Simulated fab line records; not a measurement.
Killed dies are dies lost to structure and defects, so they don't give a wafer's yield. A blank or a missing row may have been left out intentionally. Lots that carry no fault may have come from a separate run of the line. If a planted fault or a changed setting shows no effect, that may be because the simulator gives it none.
A struck lot beside a sound one + flow ritCmos + 15 out of 202 route steps
Sound: these wafers, L179.1, L179.2, L179.4. Wafers L187.3, L187.5, L187.6 were the ones struck. Last of all comes the cause.
Per side, at each step with rows, come the tool, then ch with its chambers, and then its first start. Under that, the readings that differ: sound wafers + struck wafers + difference of the means + sigmas: that difference in standard deviations of wafers without a fault.
alike: same words and numbers on both sides, and readings whose means sit less than 2 such deviations apart. not compared: any withheld reading, any reading some wafer has no value for, any bound like >300 that may hide the same value, and any number with overlapping values for which the record gives no deviation.
A row with sigmas, a row that says differs or no value, or rows on one side alone: a step with any of these is where the two part. Numbers that don't overlap but have no deviation are shown without sigmas and don't part them. Lack of a reading on every wafer of one side parts them only where that side has two or more wafers.

RIT_M1_SPUTTER_00: material Al, target thk 400 nm, time 500 s.
  sound on pvdSputter-03 at day 4 18:11; struck on pvdSputter-02 at day 6 12:38
  alike: cathodeDcPowerW, throttleValvePct
RIT_M1_RS_MEAS_01: uses a four-point probe to measure.
  sound on filmMetro-01 at day 4 18:28; struck on filmMetro-01 at day 6 12:59
  alike: M1_AL_RS
RIT_M1_THK_MEAS_02: measures by xrf.
  sound on filmMetro-01 at day 4 18:35; struck on filmMetro-01 at day 6 13:05
  alike: M1_AL_THK
then, 6 steps without rows for these wafers: RIT_M1_HMDS_03 (prime time 60 s); RIT_M1_COAT_04 (resist thk 1300 nm); RIT_M1_SOFTBAKE_05 (time 60 s); RIT_M1_EXPOSE_06 (exposes mask M12, target cd 2600 nm); RIT_M1_PEB_07; RIT_M1_DEVELOP_08 (develop time 68 s).
RIT_M1_CD_MEAS_09 targets a cd of 2600 nm.
  sound on cdSem-01 at day 4 19:49; struck on cdSem-01 at day 6 14:10
| reading   | sound                | struck               | difference | sigmas |
|-----------|----------------------|----------------------|------------|--------|
| cdNm (nm) | 2595.9 2594.8 2598.1 | 2604.5 2602.1 2603.3 | +7.0       | +3     |
RIT_M1_OVL_MEAS_10:
  sound on overlay-02 at day 4 19:56; struck on overlay-01 at day 6 14:15
  alike: M1_OVL
then, 1 step without rows for these wafers: RIT_M1_HARDBAKE_11 (time 120 s).
RIT_M1_METAL_ETCH_12: etches Al in Cl2/BCl3, stops on SiO2, time 165 s, target depth 600 nm.
  sound on rieMetal-04 ch 0,1, day 4 20:13; struck on rieMetal-03 ch 0,1, day 6 14:35
| reading                                 | sound             | struck            | difference | sigmas |
|-----------------------------------------|-------------------|-------------------|------------|--------|
| model.NOVOLAK_of_M1_COAT_04.thkNm (nm)  | 825.7 789.4 828.1 | 633.2 629 636.7   | -181.4     |        |
| model.M1.featureDepthNm (nm)            | 427.9 434 429.6   | 448.8 455.8 452.3 | +21.8      |        |
| model.SiO2_of_CONTACT_CVD_00.thkNm (nm) | 361.9 356.4 365.6 | 345.1 347.2 350.7 | -13.6      |        |
  alike: drypumpMotorCurrentA, oesProductAu, throttleValvePct
  not compared: rfHoursCounterH
then, 1 step without rows for these wafers: RIT_M1_STRIP_13 (strips in nmp, time 600 s).
RIT_M1_PROBE_99:
  sound on prober-01 at day 4 22:28; struck on prober-01 at day 6 17:30
| reading                            | sound                      | struck                    | difference | sigmas |
|------------------------------------|----------------------------|---------------------------|------------|--------|
| killedAtContacts                   | 2 0 0                      | 0 0 0                     | -1         | -2     |
| model.etest.antennaM1.vtShiftV (V) | -0.00798 -0.0178 -0.009116 | -0.0309 -0.03097 -0.02745 | -0.0181    |        |
  alike: defectLimitedYield, killedAtFrontEnd, killedDies, killedOpen, killedShort, sort_bin_3_pad_short, sort_bin_5_function, sort_bin_6_memory, sortNPass, sortYieldPct

== WHERE THEY PART ==
At RIT_M1_CD_MEAS_09 first; at RIT_M1_PROBE_99 last (within this record only).

WHY: the cause the simulator had injected
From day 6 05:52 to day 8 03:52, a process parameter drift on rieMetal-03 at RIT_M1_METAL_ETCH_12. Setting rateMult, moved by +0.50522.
